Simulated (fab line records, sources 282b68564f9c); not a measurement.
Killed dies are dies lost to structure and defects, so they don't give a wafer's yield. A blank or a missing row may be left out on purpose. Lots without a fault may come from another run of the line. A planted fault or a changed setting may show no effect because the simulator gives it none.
Split-lot experiment | flow rit_cmos | 5 lots, 23 wafers read, on a route of 202 steps

THE SPLIT
At RIT_NWELL_COAT_01 (resist thk 1300 nm), the setting spin_rpm was moved away from the recipe's 2000 rpm on 5 of the 23 wafers read, by -6.0% to +2.4%. The other wafers ran this setting at the recipe's value.

FROM THE SPLIT TO THE READING: what the file shows between them, 3 steps
- RIT_NWELL_SOFTBAKE_02: time 60 s
- RIT_NWELL_EXPOSE_03: exposes mask M2, target cd 43900 nm
- RIT_NWELL_DEVELOP_05: develop time 68 s

THE READING
NOVOLAK_of_NWELL_COAT_01.thk_nm (the simulator's own value, which no gauge read), in nm, at RIT_NWELL_HARDBAKE_07 (time 120 s). The file gives no usual value for it. The 18 wafers here that ran the recipe average 1138 nm, standard deviation 2.9 nm.

wafer  | tool, chamber at the split | spin_rpm as run, rpm | against the recipe | NOVOLAK_of_NWELL_COAT_01.thk_nm, nm | against lot-mates on the recipe
L074.1 | litho_track-02, 0          | 2000                 | recipe             | 1140                                | -
L074.2 | litho_track-02, 0          | 2000                 | recipe             | 1141                                | -
L074.3 | litho_track-02, 0          | 2000                 | recipe             | 1141                                | -
L074.5 | litho_track-02, 0          | 2000                 | recipe             | 1142                                | -
L074.6 | litho_track-02, 0          | 2000                 | recipe             | 1146                                | -
L076.1 | litho_track-04, 0          | 2000                 | recipe             | 1139                                | -
L076.2 | litho_track-04, 0          | 2000                 | recipe             | 1136                                | -
L076.3 | litho_track-04, 0          | 2000                 | recipe             | 1138                                | -
L076.5 | litho_track-04, 0          | 2000                 | recipe             | 1138                                | -
L076.6 | litho_track-04, 0          | 2000                 | recipe             | 1138                                | -
L077.2 | litho_track-02, 0          | 2000                 | recipe             | 1136                                | -
L077.4 | litho_track-02, 0          | 2000                 | recipe             | 1139                                | -
L077.5 | litho_track-02, 0          | 2000                 | recipe             | 1135                                | -
L079.2 | litho_track-03, 0          | 2048                 | +2.4%              | 1126                                | -10
L079.3 | litho_track-03, 0          | 2000                 | recipe             | 1135                                | -
L079.4 | litho_track-03, 0          | 2000                 | recipe             | 1136                                | -
L079.5 | litho_track-03, 0          | 2048                 | +2.4%              | 1123                                | -13
L079.6 | litho_track-03, 0          | 2000                 | recipe             | 1137                                | -
L083.1 | litho_track-04, 0          | 1880                 | -6.0%              | 1169                                | +34
L083.2 | litho_track-04, 0          | 2000                 | recipe             | 1137                                | -
L083.3 | litho_track-04, 0          | 1880                 | -6.0%              | 1174                                | +38
L083.4 | litho_track-04, 0          | 2000                 | recipe             | 1134                                | -
L083.6 | litho_track-04, 0          | 1880                 | -6.0%              | 1177                                | +42

THE FIT
A straight line over all 23 wafers: NOVOLAK_of_NWELL_COAT_01.thk_nm changes by -5.83 nm for each +1% of spin_rpm; r = -0.98; the points scatter about the line by 3 nm.
The same after taking each lot's own level away (the mean of its wafers on the recipe; 23 wafers): -6.11 nm for each +1%; r = -0.99; scatter 2.2 nm.
On that fit, the largest move of spin_rpm shifts the reading by 37 nm.
The lots' own levels span 1135.5 to 1142.0 nm, that is 2.2 times the standard deviation above.
So the lot-to-lot level changes the slope little: the two slopes agree.
Check: with one of the wafers moved furthest among these (-6.0%) left out of the fit, the line predicts +38.7 nm for it against its lot-mates. It came out at +33.5 nm against them.

OTHER SPLITS ON THESE WAFERS
These wafers also went through other splits before the reading. Each is held against what the fit with the lots' levels taken away leaves over:
other split on the same wafers     | wafers away from the commonest value | r with NOVOLAK_of_NWELL_COAT_01.thk_nm (lot level and that fit taken away)
RIT_ACTIVE_OXIDATION_01 ox_time_s  | 15                                   | +0.17
RIT_ACTIVE_EXPOSE_08 dose_mj       | 11                                   | -0.16
RIT_ACTIVE_STRIP_14 pressure_mtorr | 18                                   | +0.19
RIT_FOX1_OXIDATION_00 temp_c       | 15                                   | -0.11

THE WHOLE CHAIN: every reading that the file lists as answering this split, in the file's order
step                  | what it does       | reading                                                                          | change (the file's fit)              | r (the file's)
RIT_NWELL_COAT_01     | resist thk 1300 nm | NOVOLAK_of_NWELL_COAT_01.thk_nm (the simulator's own value, which no gauge read) | -7.01 nm for each +1% of the setting | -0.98
RIT_NWELL_HARDBAKE_07 | time 120 s         | NOVOLAK_of_NWELL_COAT_01.thk_nm (the simulator's own value, which no gauge read) | -6.04 nm for each +1% of the setting | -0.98

THE FILE'S OWN FIT
NOVOLAK_of_NWELL_COAT_01.thk_nm changes by -6.04 nm for each +1% of spin_rpm, r = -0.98.
